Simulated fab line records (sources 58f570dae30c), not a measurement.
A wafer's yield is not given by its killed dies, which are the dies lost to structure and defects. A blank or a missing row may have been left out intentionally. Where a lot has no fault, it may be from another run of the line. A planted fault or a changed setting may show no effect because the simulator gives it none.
2 desks, one fault :: flow berkeleyCmos170 :: what lay behind the numbers comes last; until then each desk has only its own

== DESK OF THE TOOL OWNER: pecvd-02 ==
The tool's own readings at UCB170_V2_CVD_00 (deposits SiO2 from TEOS/O2, target thk 2000 nm, time 250 s): means of the sampled wafers that have a number, for each lot that ran on this tool. A lot is out of limits, marked OUT, if its mean lies more than 4 standard deviations from the usual mean; the brackets give that distance.
Columns: A = heaterPowerW at UCB170_V2_CVD_00, usual 250 W; B = runLengthS at UCB170_V2_CVD_00, usual 278.1 s
lot: L345
first seen here: day 8 20:23
A: 258
B: 278.5

lot: L346
first seen here: day 8 21:18
A: 197
B: 278.3

lot: L352
first seen here: day 9 13:09
A: 252
B: 306.5 (+59) OUT

lot: L354
first seen here: day 10 07:53
A: 271
B: 319.6 (+86) OUT
This desk finds L352, L354 out of limits, L352 being first, at day 9 13:09 (runLengthS at UCB170_V2_CVD_00). L345, L346: within limits.

== THE METROLOGY DESK ==
What the gauges read, lot by lot, whatever tool the lot ran on: means of the sampled wafers that have a number. A lot is out of limits, marked OUT, if its mean lies more than 4 standard deviations from the usual mean; the brackets give that distance.
Columns: A = M2_AL_RS at UCB170_M2_RS_MEAS_02, usual 0.0322 ohm/sq; B = V2_TEOS_THK at UCB170_V2_THK_MEAS_01, usual 1996 nm; C = M3_AL_THK at UCB170_M3_THK_MEAS_03, usual 895 nm
lot: L342
first seen here: day 7 06:46
A: 0.0319
B: 2027
C: 902

lot: L343
first seen here: day 7 17:07
A: 0.0321
B: 1982
C: 903

lot: L344
first seen here: day 8 05:17
A: 0.0320
B: 2012
C: 880

lot: L345
first seen here: day 8 16:19
A: 0.0320
B: 2006
C: 889

lot: L346
first seen here: day 8 16:33
A: 0.0327
B: 1978
C: 895

lot: L347
first seen here: day 8 17:15
A: 0.0323
B: 2001
C: 896

lot: L352
first seen here: day 9 10:37
A: 0.0323
B: 2227 (+7.0) OUT
C: 909

lot: L354
first seen here: day 10 00:34
A: 0.0331
B: 2348 (+11) OUT
C: 908

lot: L355
first seen here: day 10 16:38
A: 0.0314
B: 1988
C: 898

lot: L359
first seen here: day 11 03:19
A: 0.0319
B: 2022
C: 892

lot: L362
first seen here: day 11 10:14
A: 0.0323
B: 2021
C: 902

lot: L363
first seen here: day 12 06:38
A: 0.0320
B: 1991
C: 886
Finding of this desk: L352, L354 out of limits, first seen on L352 at day 9 13:19 (V2_TEOS_THK at UCB170_V2_THK_MEAS_01). L342, L343, L344, L345, L346, L347, L355, L359, L362, L363: within limits.

== ALL TOGETHER ==
An alarm could have come from the tool owner's desk at day 9 13:09, on L352, L354.
An alarm was possible from the metrology desk at day 9 13:19, on L352, L354.
The lots listed all ran UCB170_V2_CVD_00 on pecvd-02.

== WHAT WAS PUT IN BY THE SIMULATOR ==
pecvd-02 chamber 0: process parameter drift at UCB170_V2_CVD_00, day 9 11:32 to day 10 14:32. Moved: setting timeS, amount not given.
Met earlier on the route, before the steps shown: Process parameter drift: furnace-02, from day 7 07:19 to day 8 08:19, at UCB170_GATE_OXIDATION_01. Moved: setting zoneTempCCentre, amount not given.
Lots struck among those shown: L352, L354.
Counting hours from when the fault started, the first reading out of limits came at 2 for the tool owner's desk and at 2 for the metrology desk.
